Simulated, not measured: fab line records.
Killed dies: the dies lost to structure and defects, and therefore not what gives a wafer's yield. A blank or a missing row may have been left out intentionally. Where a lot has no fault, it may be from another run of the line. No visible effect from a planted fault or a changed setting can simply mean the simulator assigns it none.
Which of the tools did it? | flow berkeley cmos170 | 21 wafers sampled from 7 lots at 1 step of a route of 331

WHAT THE GAUGES SHOWED, per wafer
UCB170_SDANNEAL_RS_MEAS_03: uses a four-point probe to measure.
lot  | measured     | on            | NSD_RS (ohm/sq)
L236 | day 6 21:40  | film metro-02 | 37.30 37.29 37.23
L238 | day 7 01:35  | film metro-02 | 37.29 37.27 37.41
L237 | day 7 01:59  | film metro-03 | 37.22 37.16 37.13
L244 | day 9 02:31  | film metro-03 | 37.17 37.30 37.16
L247 | day 9 20:19  | film metro-02 | 37.27 37.31 37.23
L254 | day 11 09:49 | film metro-02 | 37.36 37.32 37.45
L257 | day 12 15:53 | film metro-02 | 37.27 37.45 37.33

WHICH TOOL RAN EACH LOT (tool, then ch and the chambers of the sampled wafers, then the start)
There is no process step in the record ahead of these readings.

THE ANSWER, worked out from the rows above alone
Rule: the lots themselves supply what counts as usual. The widest of any qualifying gaps counts: lots, ordered by their means at a reading, are off when they make up no more than a third of the lots, leave a main group of 4 or more, and stand apart from it by 3 or more times the standard deviation of that group's means. A main group whose means are all the same, to the digits that the tables above print for the reading, isn't used. A lot without any number at a reading at which 4 lots or more have one is off too. All remaining lots with rows at the step are treated as sound.
No lot is off on any of the readings shown, so nothing can be concluded from this.

WHAT THE SIMULATOR HAD INSERTED
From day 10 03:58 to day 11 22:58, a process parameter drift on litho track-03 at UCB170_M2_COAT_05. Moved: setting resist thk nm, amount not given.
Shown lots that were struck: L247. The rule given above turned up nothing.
